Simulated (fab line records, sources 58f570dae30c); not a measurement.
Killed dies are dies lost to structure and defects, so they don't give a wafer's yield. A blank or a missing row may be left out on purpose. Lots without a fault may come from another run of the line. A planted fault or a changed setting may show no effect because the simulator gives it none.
Problem report in the 8D (eight disciplines) form, filled by code | flow berkeley_cmos170 | the parts of the form that need people (team, actions taken, sign-off) are left out

1. THE PROBLEM
cd_nm at UCB170_M3_CD_MEAS_90 reads a mean of 683 nm on 6 wafers of 2 lots; wafers without a fault read 701 nm with a standard deviation of 3.5. That is -5.1 standard deviations from the usual mean.
The step: target cd 700 nm.
First seen on wafer L267.3, day 9 13:47, on cd_sem-02. The record holds 36 wafers of 12 lots with a number at this step. Rule for "out", or "out of limits": more than 4 standard deviations from the usual mean. The other wafers with a number count as sound.

2. WHAT IT IS AND WHAT IT IS NOT
question                    | is                     | is not
which readings at this step | cd_nm                  | -
which lots                  | L266, L267             | L260, L261, L262, L272, L274, L275, L277, L278, L280, L283
which wafers of those lots  | all that have a number | -
read on which gauges        | cd_sem-01, cd_sem-02   | -
when                        | from day 9 13:47       | up to then (9 sound wafers); but 21 sound wafers of L272, L274, L275, L277, L278, L280, L283 came after

3. SUSPECTS, AND WHAT RULES EACH OUT
Counting: a tool at a process step up to the reading stays a suspect if it ran every lot that is out and no sound lot after the first of them.
- the gauge at UCB170_M3_CD_MEAS_90: ruled out. The wafers that are out were read on 2 gauges (cd_sem-01, cd_sem-02).
- rie_metal-03 at UCB170_M3_METAL_ETCH_18 (etches Al in Cl2/BCl3, stops on SiO2, target depth 1170 nm, time 195 s): kept. It ran every lot that is out, first L267 (day 9 13:26), and no sound lot after that; its last sound lot up to then is L261 (day 8 03:16).
Left after counting: rie_metal-03 at UCB170_M3_METAL_ETCH_18.

4. THE CAUSE (what the simulator had put in)
Process parameter drift: rie_metal-03, from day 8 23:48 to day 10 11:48, at UCB170_M3_METAL_ETCH_18. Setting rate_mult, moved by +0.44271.
Counting left only this tool.

5. THE CHAIN OF EFFECTS, in route order
Each row: a reading whose mean over the struck wafers that have a number lies more than 3 standard deviations from the usual. Only readings for which the record gives a usual standard deviation are gone through. hours: the time from each lot's start at the first step in this table that gives one to its start at this step, as a median over the lots. sigmas: the change in usual standard deviations.
hours | step                 | reading        | usual      | on struck wafers | change | sigmas
0     | UCB170_M3_STRIP_19   | oes_product_au | 0.540 a.u. | 0.317            | -0.223 | -17
0     | UCB170_M3_CD_MEAS_90 | cd_nm          | 701 nm     | 683              | -18    | -5.1
The process steps in it:
- UCB170_M3_STRIP_19: strips in O2.

6. WHAT WOULD HAVE CAUGHT IT SOONER
In this record the first reading out of limits at a measuring or inspecting step was taken at day 9 13:47, 14 hours after the fault began at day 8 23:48.
Of the tool readings at UCB170_M3_METAL_ETCH_18 for which the record gives a usual standard deviation, none was out on any struck wafer, so an alarm limit of 4 standard deviations on them would not have fired.
Of the lots that are out (2), L266 began UCB170_M3_METAL_ETCH_18 on rie_metal-03 after day 9 13:47. A hold on the tool at that time would have spared it.
